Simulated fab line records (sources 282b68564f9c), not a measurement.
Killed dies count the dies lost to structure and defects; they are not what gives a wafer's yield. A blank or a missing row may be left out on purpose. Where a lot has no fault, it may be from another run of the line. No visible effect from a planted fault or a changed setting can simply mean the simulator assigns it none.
Struck lot and sound lot, side by side	flow rit-cmos	15 steps out of a route of 202
Sound: wafers L631.1, L631.3, L631.6. Struck: wafer L643.4 (left out: L643.1, L643.6 of the same lot, which were not struck); the cause appears at the end.
Per side, at each step with rows, come the tool, then ch with its chambers, and then its first start. Under that, the readings that differ: sound wafers	struck wafers	difference of the means	sigmas: that difference in standard deviations of wafers without a fault.
alike: readings whose means differ by less than 2 such deviations, and words and numbers that are the same on both sides. not compared: withheld readings, readings that some wafer has no value for, bounds like >300 that may hide the same value, and numbers for which the record gives no deviation and whose values overlap.
The two part at a step that has a row with sigmas, a row that says differs or no value, or rows on one side only. Non-overlapping numbers with no deviation appear without sigmas and do not part them. A reading that every wafer of one side lacks parts them only if that side has two wafers or more.

first, 4 steps without rows for these wafers: RIT_CONTACT_SOFTBAKE_04 (time 60 s); RIT_CONTACT_EXPOSE_05 (exposes mask M11, target cd 1000 nm); RIT_CONTACT_PEB_06; RIT_CONTACT_DEVELOP_07 (develop time 120 s).
RIT_CONTACT_CD_MEAS_08 targets a cd of 1000 nm.
  sound on cd-sem-02, day 3 14:19; struck on cd-sem-01, day 6 12:24
  alike: cd-nm
RIT_CONTACT_OVL_MEAS_09:
  sound on overlay-01, day 3 14:26; struck on overlay-02, day 6 12:31
  alike: CONTACT_OVL
then, 1 step without rows for these wafers: RIT_CONTACT_HARDBAKE_10 (time 60 s).
RIT_CONTACT_ETCH_11: etches SiO2 in CHF3/CF4/Ar, stops on TiSi2, target depth 480 nm, time 320 s.
  sound on rie-diel-04 ch 0,1,3, day 3 14:38; struck on rie-diel-02 ch 0, day 6 12:42
  alike: drypump-motor-current-A, oes-product-au, rf-fwd-power-W, throttle-valve-pct
  not compared: rf-hours-counter-h
RIT_CONTACT_STRIP_12: strips in O2, time 180 s.
  sound on plasma-asher-04 ch 0,1, day 3 14:49; struck on plasma-asher-01 ch 0, day 6 12:54
reading	sound	struck	difference	sigmas
o2-flow-sccm (sccm)	4007 4006 4020	3980	-31	-3
  alike: drypump-motor-current-A
  not compared: rf-hours-counter-h
RIT_CONTACT_CD_MEAS_90 targets a cd of 1000 nm.
  sound on cd-sem-02, day 3 15:00; struck on cd-sem-02, day 6 13:04
  alike: cd-nm
then, 2 steps without rows for these wafers: RIT_CONTACT_CLEAN_13 (cleans in SC1, time 600 s); RIT_CONTACT_CLEAN_14 (cleans in SC2, time 600 s).
RIT_M1_SPUTTER_00: material Al, target thk 400 nm, time 500 s.
  sound on pvd-sputter-04, day 3 15:29; struck on pvd-sputter-03, day 6 13:32
reading	sound	struck	difference	sigmas
chamber-pressure-pa (Pa)	0.3993 0.3995 0.4010	0.3853	-0.0146	-17
throttle-valve-pct (%)	28.4 29.7 29.9	33.4	+4.1	+3
RIT_M1_RS_MEAS_01: measures by four-point-probe.
  sound on film-metro-03, day 3 15:47; struck on film-metro-03, day 6 13:50
  alike: M1_AL_RS
RIT_M1_PROBE_99:
  sound on prober-02, day 3 19:38; struck on prober-02, day 6 17:43
reading	sound	struck	difference	sigmas
killed-short	2 2 5	7	+4	+2
  alike: defect-limited-yield, killed-at-contacts, killed-at-front-end, killed-dies, killed-open, sort_bin_3_pad_short, sort_bin_5_function, sort_bin_6_memory, sort-n-pass, sort-yield-pct

WHERE THEY PART
Last at RIT_M1_PROBE_99 as far as this record goes, first at RIT_CONTACT_STRIP_12.

WHY: what the simulator had put in
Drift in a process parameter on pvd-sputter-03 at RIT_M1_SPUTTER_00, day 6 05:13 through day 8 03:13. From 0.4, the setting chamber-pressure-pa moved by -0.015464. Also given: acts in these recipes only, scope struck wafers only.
